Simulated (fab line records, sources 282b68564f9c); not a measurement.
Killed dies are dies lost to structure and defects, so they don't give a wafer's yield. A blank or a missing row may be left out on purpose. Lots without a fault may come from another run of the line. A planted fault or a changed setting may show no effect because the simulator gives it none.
Tool commonality check | flow rit_cmos | 14 lots, 42 wafers sampled

WHY IT WAS OPENED
At RIT_PWELL_TW_MEAS_10 the reading PWELL_TW is flagged on 3 of 14 lots. Wafers without a fault read 944, standard deviation 12.
Rule: a lot is flagged when every wafer of it that has a number lies more than 4 standard deviations from that mean, or none has a number. The other lots count as sound.

lot  | measured    | on            | PWELL_TW, wafer by wafer | flag
L819 | day 2 07:40 | film_metro-02 | 962 964 964              |
L820 | day 2 09:02 | film_metro-04 | 930 932 934              |
L821 | day 2 11:17 | film_metro-03 | 956 959 949              |
L822 | day 2 15:19 | film_metro-04 | 926 933 930              |
L823 | day 2 20:00 | film_metro-03 | 953 956 955              |
L824 | day 3 01:00 | film_metro-04 | 937 943 939              |
L825 | day 3 05:16 | film_metro-03 | 965 962 959              |
L826 | day 3 09:17 | film_metro-03 | 962 960 962              |
L827 | day 3 15:16 | film_metro-04 | 1167 1170 1173           | FLAGGED
L828 | day 3 19:29 | film_metro-04 | 934 929 929              |
L831 | day 4 10:36 | film_metro-03 | 962 958 961              |
L832 | day 4 15:42 | film_metro-04 | 1158 1166 1165           | FLAGGED
L835 | day 5 06:47 | film_metro-03 | 1182 1181 1192           | FLAGGED
L838 | day 5 21:40 | film_metro-04 | 937 934 938              |
The numbers of the flagged lots are 1173 on average: +229 against the usual, or +19 standard deviations.

WHICH TOOL RAN EACH LOT
The record holds 1 process step before the reading, out of a route of 202 steps. In each cell: the tool, then ch and the chambers that the sampled wafers went through, then the start.
lot  | flag    | RIT_PWELL_IMPLANT_08
L819 |         | implanter-04 ch 0, day 2 07:21
L820 |         | implanter-02 ch 0, day 2 08:43
L821 |         | implanter-04 ch 0, day 2 10:59
L822 |         | implanter-04 ch 0, day 2 14:59
L823 |         | implanter-01 ch 0, day 2 19:43
L824 |         | implanter-02 ch 0, day 3 00:43
L825 |         | implanter-02 ch 0, day 3 04:58
L826 |         | implanter-04 ch 0, day 3 08:58
L827 | FLAGGED | implanter-01 ch 0, day 3 14:40
L828 |         | implanter-02 ch 0, day 3 19:10
L831 |         | implanter-01 ch 0, day 4 10:16
L832 | FLAGGED | implanter-04 ch 0, day 4 15:04
L835 | FLAGGED | implanter-02 ch 0, day 5 06:10
L838 |         | implanter-04 ch 0, day 5 21:20
What these steps do:
- RIT_PWELL_IMPLANT_08
- RIT_PWELL_TW_MEAS_10

FLAGGED OVER TOTAL, TOOL BY TOOL (the gauges that took the reading come last)
step                 | tool          | lots run | flagged | share of the flagged lots | sound lots run after its first flagged lot
RIT_PWELL_IMPLANT_08 | implanter-01  | 3        | 1       | some                      | 1 (L831)
RIT_PWELL_IMPLANT_08 | implanter-02  | 5        | 1       | some                      | 0
RIT_PWELL_IMPLANT_08 | implanter-04  | 6        | 1       | some                      | 1 (L838)
RIT_PWELL_TW_MEAS_10 | film_metro-02 | 1        | 0       | none                      | -
RIT_PWELL_TW_MEAS_10 | film_metro-03 | 6        | 1       | some                      | 0
RIT_PWELL_TW_MEAS_10 | film_metro-04 | 7        | 2       | some                      | 2 (L828,L838)

WHAT THE TABLE ALLOWS
No row of the table ran every flagged lot.

WHAT THE SIMULATOR HAD PUT IN
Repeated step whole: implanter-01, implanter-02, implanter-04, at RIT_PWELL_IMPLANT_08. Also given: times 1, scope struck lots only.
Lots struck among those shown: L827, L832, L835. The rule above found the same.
